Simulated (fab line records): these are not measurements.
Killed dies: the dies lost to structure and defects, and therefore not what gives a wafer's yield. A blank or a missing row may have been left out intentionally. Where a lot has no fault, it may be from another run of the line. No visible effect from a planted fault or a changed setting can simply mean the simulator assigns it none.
Which tool did it? ; flow berkeley cmos170 ; 16 lots with 48 wafers sampled at 5 steps, on a route of 331 steps

WHAT THE GAUGES SHOWED, per wafer
UCB170_ACTIVE_THK_MEAS_06. Usual: ACTIVE_NITRIDE_THK 218.8 nm, standard deviation 1.9.
lot;measured;on;ACTIVE_NITRIDE_THK (nm);flag
L127;day 5 13:47;film metro-01;221.5 220.2 223.0;
L129;day 6 01:16;film metro-04;216.3 218.0 217.9;
L128;day 6 01:15;film metro-01;219.2 218.4 219.5;
L131;day 6 16:16;film metro-01;219.4 218.4 218.9;
L134;day 7 05:35;film metro-04;218.9 219.8 219.9;
L137;day 7 05:40;film metro-01;218.5 216.9 219.1;
L133;day 7 05:38;film metro-03;215.6 215.7 213.9;
L136;day 7 05:34;film metro-03;222.1 220.8 222.0;
L138;day 7 16:13;film metro-03;220.7 221.2 222.9;
L139;day 7 16:14;film metro-04;219.5 219.4 218.5;
L140;day 8 02:26;film metro-01;218.6 218.9 218.0;
L141;day 8 02:23;film metro-01;220.7 218.9 218.2;
L143;day 8 02:23;film metro-04;214.3 217.2 216.2;
L145;day 8 18:50;film metro-03;219.4 217.9 218.7;
L147;day 9 06:47;film metro-01;217.0 216.1 219.5;
L148;day 9 06:47;film metro-03;219.4 218.8 219.5;

UCB170_PFIELD_OVL_MEAS_06. Usual: PFIELD_OVL 4 nm, standard deviation 5.
lot;measured;on;PFIELD_OVL (nm);flag
L127;day 5 17:20;overlay-02;-4 -2 2;
L129;day 6 03:49;overlay-01;4 3 -8;
L128;day 6 04:11;overlay-02;11 15 14;
L131;day 6 20:53;overlay-01;9 11 13;
L134;day 7 10:18;overlay-02;1 0 2;
L137;day 7 10:29;overlay-02;7 -2 1;
L133;day 7 10:31;overlay-02;13 8 2;
L136;day 7 09:20;overlay-02;-3 -6 8;
L138;day 7 20:39;overlay-02;497 493 502 498 493 504;OFF
L139;day 7 19:42;overlay-02;1 7 0;
L140;day 8 09:14;overlay-02;503 499 501 502 500 501;OFF
L141;day 8 09:08;overlay-01;505 499 499 507 498 500;OFF
L143;day 8 08:58;overlay-01;502 499 510 501 499 510;OFF
L145;day 9 01:30;overlay-01;1 3 3;
L147;day 9 12:14;overlay-01;-1 6 -1;
L148;day 9 12:01;overlay-01;5 -3 2;

UCB170_NVT_OVL_MEAS_06. Usual: NVT_OVL 1 nm, standard deviation 5.4.
lot;measured;on;NVT_OVL (nm);flag
L127;day 7 08:34;overlay-02;3 3 2;
L129;day 7 19:39;overlay-01;-3 -8 -3;
L128;day 7 19:57;overlay-01;3 -2 -3;
L131;day 8 05:59;overlay-01;5 -3 -6;
L134;day 8 17:35;overlay-01;6 -1 6;
L137;day 8 17:08;overlay-01;-4 -8 -10;
L133;day 8 17:24;overlay-01;-8 -9 -6;
L136;day 8 16:51;overlay-01;-6 2 -3;
L139;day 9 08:18;overlay-01;-6 -8 -8;
L145;day 10 09:48;overlay-01;7 7 8;
L147;day 11 02:32;overlay-01;3 1 -2;
L148;day 11 02:56;overlay-02;3 10 7;

WHICH TOOL RAN EACH LOT (tool, then ch and the chambers of the sampled wafers, then the start)
lot;UCB170_PWELL_ETCH_14;UCB170_PFIELD_EXPOSE_03
L127;rie diel-01 ch 0,2,3, day 4 00:26;krf scanner-02 ch 0, day 5 16:43
L129;rie diel-04 ch 1,3, day 4 15:37;krf scanner-02 ch 0, day 6 03:26
L128;rie diel-04 ch 0,1,3, day 4 15:53;krf scanner-01 ch 0, day 6 03:48
L131;rie diel-01 ch 0,2, day 5 05:50;krf scanner-01 ch 0, day 6 19:55
L134;rie diel-01 ch 0,1,2, day 5 16:11;krf scanner-02 ch 0, day 7 09:26
L137;rie diel-03 ch 0,1, day 5 16:37;krf scanner-01 ch 0, day 7 09:43
L133;rie diel-01 ch 1,2, day 5 16:54;krf scanner-02 ch 0, day 7 09:57
L136;rie diel-03 ch 0,2, day 5 17:15;krf scanner-02 ch 0, day 7 08:28
L138;rie diel-04 ch 1,2, day 6 06:38;krf scanner-01 ch 0, day 7 19:40
L139;rie diel-03 ch 0,3, day 6 12:39;krf scanner-01 ch 0, day 7 18:55
L140;rie diel-03 ch 1,2,3, day 6 19:32;krf scanner-01 ch 0, day 8 08:05
L141;rie diel-03 ch 0,1,3, day 6 20:05;krf scanner-01 ch 0, day 8 07:54
L143;rie diel-03 ch 0,1,3, day 6 20:38;krf scanner-01 ch 0, day 8 07:46
L145;rie diel-01 ch 0,2, day 7 09:29;krf scanner-02 ch 0, day 9 00:59
L147;rie diel-01 ch 0,2,3, day 7 21:43;krf scanner-02 ch 0, day 9 11:45
L148;rie diel-03 ch 0,1,2, day 7 21:45;krf scanner-02 ch 0, day 9 11:37
- UCB170_PWELL_ETCH_14: etches Si3N4 in CH3F/Ar/O2, stops on SiO2, target depth 242 nm, time 151 s.
- UCB170_PFIELD_EXPOSE_03: exposes mask PFIELD, target cd 1500 nm.

WHAT THE TOOLS THEMSELVES READ (means of the sampled wafers that have a number; where no wafer has one, the mark that the record gives instead)
UCB170_PWELL_ETCH_14. Usual: drypump motor current A 5.8 A, standard deviation 0.41; oes product au 0.939 a.u., standard deviation 0.012; throttle valve pct 8.04 %, standard deviation 0.15.
lot;tool;drypump motor current A (A);oes product au (a.u.);throttle valve pct (%);flag
L127;rie diel-01;6.0;0.943;8.11;
L129;rie diel-04;4.9;0.963;8.06;
L128;rie diel-04;5.5;0.937;8.01;
L131;rie diel-01;6.3;0.938;8.17;
L134;rie diel-01;6.1;0.940;8.13;
L137;rie diel-03;5.6;0.934;7.96;
L133;rie diel-01;6.2;0.940;8.04;
L136;rie diel-03;5.8;0.932;7.86;
L138;rie diel-04;5.4;0.944;7.96;
L139;rie diel-03;5.6;0.938;8.03;
L140;rie diel-03;5.9;0.945;8.09;
L141;rie diel-03;5.7;0.946;8.06;
L143;rie diel-03;5.7;0.944;8.05;
L145;rie diel-01;6.1;0.934;8.23;
L147;rie diel-01;6.1;0.940;8.11;
L148;rie diel-03;5.9;0.940;7.99;

UCB170_PFIELD_EXPOSE_03. Usual: reticle temp C 22.98 C, standard deviation 0.099.
lot;tool;reticle temp C (C);flag
L127;krf scanner-02;22.94;
L129;krf scanner-02;22.92;
L128;krf scanner-01;22.97;
L131;krf scanner-01;22.95;
L134;krf scanner-02;22.88;
L137;krf scanner-01;23.00;
L133;krf scanner-02;22.97;
L136;krf scanner-02;22.97;
L138;krf scanner-01;22.94;
L139;krf scanner-01;22.84;
L140;krf scanner-01;22.85;
L141;krf scanner-01;22.97;
L143;krf scanner-01;23.06;
L145;krf scanner-02;22.94;
L147;krf scanner-02;23.05;
L148;krf scanner-02;22.93;

THE ANSWER, worked out from the rows above alone
Rule: a lot counts as off when the mean over its wafers that have a number is more than 3 standard deviations away from the usual mean. A lot without any number at a reading at which 4 lots or more have one is off too. Where the step has rows for the other lots, those lots are counted as sound. First the gauges in route order, then the tools' own readings, where a lot's mean is used as printed above. The first step at which some lot is off is used, and at that step the reading that is off furthest; a lot without a number counts as furthest.
Off: L138, L140, L141, L143, at UCB170_PFIELD_OVL_MEAS_06 (PFIELD_OVL).
If a tool, at a process step before that reading, ran all the lots that are off and no sound lot after the first of them, it fits. Those tools and the gauges at UCB170_PFIELD_OVL_MEAS_06 are tried in the same way. One candidate fits, namely krf scanner-01 at UCB170_PFIELD_EXPOSE_03. Its last sound lot is L139 (day 7 18:55), its first lot that is off L138 (day 7 19:40): a fault that began between those two fits.

WHAT THE SIMULATOR HAD PUT IN
Scanner matching overlay: krf scanner-01, from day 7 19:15 on, at UCB170_PFIELD_EXPOSE_03. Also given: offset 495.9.
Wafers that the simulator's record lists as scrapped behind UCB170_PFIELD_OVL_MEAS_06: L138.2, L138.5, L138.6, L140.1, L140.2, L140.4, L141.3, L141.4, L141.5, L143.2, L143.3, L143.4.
Shown lots that were struck: L138, L143, L141, L140. The same result came from the rule above.
